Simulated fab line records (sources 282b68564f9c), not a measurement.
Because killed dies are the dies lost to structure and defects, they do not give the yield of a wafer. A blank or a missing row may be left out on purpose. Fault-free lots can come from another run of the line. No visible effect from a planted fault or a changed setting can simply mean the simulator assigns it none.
Problem report, 8D (eight disciplines) form, completed by code    flow ritCmos    the parts of the form that need people (team, actions taken, sign-off) are left out

1. WHAT IS WRONG
PLDD_TW at RIT_PLDD_TW_MEAS_10 reads a mean of 1473 on 6 wafers of 2 lots; wafers without a fault read 2329 with a standard deviation of 13. That puts it -66 standard deviations away from the usual mean.
First seen on wafer L781.4, day 5 01:59, on filmMetro-04. The record holds 39 wafers of 13 lots with a number at this step. Rule for "out" (also "out of limits"): further than 4 standard deviations from the usual mean. All remaining wafers that have a number are taken as sound.

2. WHAT THIS IS AND IS NOT
question                     is                          is not
which readings at this step  PLDD_TW                     -
which lots                   L781, L782                  L770, L771, L772, L774, L776, L783, L784, L786, L788, L790, L791
which wafers of those lots   all that have a number      -
read on which gauges         filmMetro-02, filmMetro-04  filmMetro-03
when                         from day 5 01:59            up to then (15 sound wafers); but 18 sound wafers of L783, L784, L786, L788, L790, L791 came after

3. SUSPECTS, AND WHAT RULES EACH OUT
Counting: any tool at a process step up to the reading is kept as a suspect provided that every lot that is out went through it and no sound lot did after the first of them.
- the gauge at RIT_PLDD_TW_MEAS_10: ruled out. The wafers that are out were read on 2 gauges (filmMetro-02, filmMetro-04).
- implanter-04 at RIT_PLDD_IMPLANT_08: kept. It ran every lot that is out, first L781 (day 5 01:43), and no sound lot after that; its last sound lot up to then is L776 (day 4 00:15). Its own doseIonsCm2, faradayCurrentUA readings are out on those wafers.
After counting, what remains is implanter-04 at RIT_PLDD_IMPLANT_08.

4. THE CAUSE (what the simulator had put in)
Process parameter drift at RIT_PLDD_IMPLANT_08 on implanter-04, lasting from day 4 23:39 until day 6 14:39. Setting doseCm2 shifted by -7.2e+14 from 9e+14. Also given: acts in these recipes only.
After counting, this tool was the only one left.

5. THE CHAIN OF EFFECTS, in route order
One row per reading whose mean, taken over the struck wafers that have a number, lies over 3 standard deviations from the usual. Only readings for which the record gives a usual standard deviation are gone through. hours: the time from each lot's start at the first step in this table that gives one to its start at this step, as a median over the lots. sigmas: the change in usual standard deviations.
hours  step                     reading                 usual         on struck wafers  change      sigmas
0      RIT_PLDD_IMPLANT_08      doseIonsCm2             8.999e+14     1.799e+14         -7.200e+14  -99 or more
0      RIT_PLDD_IMPLANT_08      endStationPressureTorr  7.2e-06 Torr  5.4e-06           -1.8e-06    -4.6
0      RIT_PLDD_IMPLANT_08      faradayCurrentUA        2820          571               -2249       -42
0      RIT_PLDD_TW_MEAS_10      PLDD_TW                 2329          1473              -856        -66
8      RIT_SDANNEAL_RS_MEAS_06  PLDD_RS                 178.5 ohm/sq  591.6             +413.1      +99 or more
Its process steps:
- RIT_PLDD_IMPLANT_08

6. WHAT WOULD HAVE CAUGHT IT SOONER
Counted from the fault's start at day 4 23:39, it took 2 hours until the first out-of-limits reading at a measuring or inspecting step in this record, taken at day 5 01:59.
At RIT_PLDD_IMPLANT_08, the tool's own readings (doseIonsCm2, faradayCurrentUA) were out on each struck wafer the step has a row for, so an alarm limit on them would have fired on the first such wafer.
Among the 2 lots that are out, L782 began RIT_PLDD_IMPLANT_08 on implanter-04 after day 5 01:59. It would have been spared by a hold on the tool at that moment.
